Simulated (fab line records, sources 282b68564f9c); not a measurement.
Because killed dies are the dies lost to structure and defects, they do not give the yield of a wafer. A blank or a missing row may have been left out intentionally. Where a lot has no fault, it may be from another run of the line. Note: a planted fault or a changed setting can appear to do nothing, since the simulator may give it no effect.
Which tool did it? + flow ritCmos + 39 wafers from 13 lots sampled at 2 of the route's 202 steps

WHAT EACH GAUGE READ, for each wafer
Not one reading of a measure or inspect step in the record can be checked against a usual standard deviation.

TOOL THAT RAN EACH LOT (tool first, then ch and the chambers of the sampled wafers, then the start)
| lot  | RIT_PSD_STRIP_09                   | RIT_M1_PROBE_99        |
|------|------------------------------------|------------------------|
| L156 | plasmaAsher-03 ch 0,1, day 3 06:11 | -                      |
| L157 | plasmaAsher-01 ch 0,1, day 3 09:05 | -                      |
| L158 | plasmaAsher-03 ch 0,1, day 3 12:35 | -                      |
| L160 | plasmaAsher-01 ch 0,1, day 3 22:37 | -                      |
| L161 | plasmaAsher-02 ch 0,1, day 4 04:53 | -                      |
| L163 | plasmaAsher-03 ch 0,1, day 4 18:14 | -                      |
| L165 | plasmaAsher-02 ch 0,1, day 5 02:41 | -                      |
| L166 | plasmaAsher-01 ch 0,1, day 5 08:48 | -                      |
| L167 | plasmaAsher-03 ch 0,1, day 5 14:08 | -                      |
| L169 | plasmaAsher-01 ch 0,1, day 6 00:56 | prober-02, day 6 08:55 |
| L170 | plasmaAsher-03 ch 0,1, day 6 05:52 | -                      |
| L177 | plasmaAsher-02 ch 0,1, day 7 21:48 | -                      |
| L179 | plasmaAsher-03 ch 0,1, day 8 00:31 | -                      |
- RIT_PSD_STRIP_09: strips in O2, time 180 s.
- RIT_M1_PROBE_99

WHAT THE TOOLS THEMSELVES READ (means of the sampled wafers that have a number; where no wafer has one, the mark that the record gives instead)
RIT_PSD_STRIP_09.
| lot  | tool           | chamberPressureMTorr (mTorr) | drypumpMotorCurrentA (A) | rfReflPowerW (W) | runLengthS (s) |
|------|----------------|------------------------------|--------------------------|------------------|----------------|
| L156 | plasmaAsher-03 | 4003                         | 5.7                      | 9.0              | 208.8          |
| L157 | plasmaAsher-01 | 3999                         | 5.4                      | 6.7              | 208.5          |
| L158 | plasmaAsher-03 | 4000                         | 5.7                      | 9.1              | 208.8          |
| L160 | plasmaAsher-01 | 3997                         | 5.9                      | 7.2              | 208.5          |
| L161 | plasmaAsher-02 | 3997                         | 5.0                      | 5.6              | 208.1          |
| L163 | plasmaAsher-03 | 4002                         | 5.6                      | 8.9              | 209.2          |
| L165 | plasmaAsher-02 | 3997                         | 5.0                      | 5.7              | 207.9          |
| L166 | plasmaAsher-01 | 4000                         | 5.4                      | 6.9              | 208.6          |
| L167 | plasmaAsher-03 | 4003                         | 5.6                      | 9.0              | 209.0          |
| L169 | plasmaAsher-01 | 4000                         | 5.8                      | 7.1              | 117.1          |
| L170 | plasmaAsher-03 | 3998                         | 5.6                      | 9.0              | 208.6          |
| L177 | plasmaAsher-02 | 4002                         | 4.8                      | 6.0              | 207.8          |
| L179 | plasmaAsher-03 | 3998                         | 5.6                      | 9.0              | 208.6          |

RIT_M1_PROBE_99.
| lot  | tool      | killedAtContacts | killedAtFrontEnd | killedDies | killedOnRim | killedOpen | killedShort |
|------|-----------|------------------|------------------|------------|-------------|------------|-------------|
| L169 | prober-02 | 0.3              | 263.7            | 264.0      | 70.0        | 2.3        | 3.3         |

THE ANSWER, worked out from the rows above alone
Rule: what is usual is taken from the lots themselves. The widest of any qualifying gaps counts: lots, ordered by their means at a reading, are off when they make up no more than a third of the lots, leave a main group of 4 or more, and stand apart from it by 3 or more times the standard deviation of that group's means. A main group whose means are all the same, to the digits that the tables above print for the reading, isn't used. Also off: a lot with no number at a reading for which 4 or more lots have one. All remaining lots with rows at the step are treated as sound. First the gauges in route order, then the tools' own readings, where a lot's mean is used as printed above. The first step at which some lot is off is used, and at that step the reading that is off furthest; a lot without a number counts as furthest.
Off: L169 (RIT_PSD_STRIP_09, runLengthS). The main group: mean 208.5 s, standard deviation 0.4.
A tool fits if, at that step or a process step before it, it ran every lot that is off, and no sound lot after the first of them. One fits: plasmaAsher-01 at RIT_PSD_STRIP_09. A fault onset in the window from L166 (day 5 08:48, its last sound lot) to L169 (day 6 00:56, its first lot off) fits.
The tool's own readings at RIT_PSD_STRIP_09 bear it out: on the lots that are off they differ by more than 5 times the standard deviation of the sound lots' means. runLengthS reads 117.1 s there against 208.5 s on the sound lots.

WHAT THE SIMULATOR PUT IN
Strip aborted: plasmaAsher-01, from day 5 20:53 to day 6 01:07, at RIT_PSD_STRIP_09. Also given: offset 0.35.
Struck lots among those shown: L169. The same result came from the rule above.
